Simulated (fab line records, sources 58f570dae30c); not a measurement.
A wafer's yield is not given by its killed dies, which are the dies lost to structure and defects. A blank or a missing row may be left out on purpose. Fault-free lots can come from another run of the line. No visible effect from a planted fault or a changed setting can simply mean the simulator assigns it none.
The tool behind it: which one? / flow berkeley cmos170 / 7 lots, 21 wafers sampled, at 2 steps of a route of 331

WHAT THE GAUGES SHOWED, per wafer
UCB170_V1_CD_MEAS_12 targets a cd of 700 nm.
lot=L978; measured=day 8 18:22; on=cd sem-02; cd nm (nm)=698.4 698.7 698.4
lot=L977; measured=day 8 23:22; on=cd sem-01; cd nm (nm)=699.4 698.7 699.1
lot=L980; measured=day 9 22:07; on=cd sem-02; cd nm (nm)=698.0 700.1 698.9
lot=L988; measured=day 11 09:16; on=cd sem-01; cd nm (nm)=696.7 697.9 696.8
lot=L993; measured=day 12 23:49; on=cd sem-01; cd nm (nm)=702.5 701.2 700.6
lot=L994; measured=day 13 03:59; on=cd sem-01; cd nm (nm)=700.3 701.5 699.4
lot=L998; measured=day 13 11:23; on=cd sem-01; cd nm (nm)=699.3 699.5 699.3

EACH LOT AND THE TOOL THAT RAN IT (in order: tool; ch and the chambers of the sampled wafers; start)
lot=L978; UCB170_V1_PEB_10=litho track-04 ch 0, day 8 18:06
lot=L977; UCB170_V1_PEB_10=litho track-04 ch 0, day 8 23:05
lot=L980; UCB170_V1_PEB_10=litho track-03 ch 0, day 9 21:51
lot=L988; UCB170_V1_PEB_10=litho track-01 ch 0, day 11 09:00
lot=L993; UCB170_V1_PEB_10=litho track-03 ch 0, day 12 23:32
lot=L994; UCB170_V1_PEB_10=litho track-04 ch 0, day 13 03:43
lot=L998; UCB170_V1_PEB_10=litho track-03 ch 0, day 13 11:00
- UCB170_V1_PEB_10

THE ANSWER, worked out from the rows above alone
Rule: usual is defined by the lots themselves. The widest of any qualifying gaps counts: lots, ordered by their means at a reading, are off when they make up no more than a third of the lots, leave a main group of 4 or more, and stand apart from it by 3 or more times the standard deviation of that group's means. A main group whose means are all the same, to the digits that the tables above print for the reading, isn't used. A lot without any number at a reading at which 4 lots or more have one is off too. All remaining lots with rows at the step are treated as sound.
No lot is off on any of the readings shown, so nothing can be concluded from this.

WHAT THE SIMULATOR PUT IN
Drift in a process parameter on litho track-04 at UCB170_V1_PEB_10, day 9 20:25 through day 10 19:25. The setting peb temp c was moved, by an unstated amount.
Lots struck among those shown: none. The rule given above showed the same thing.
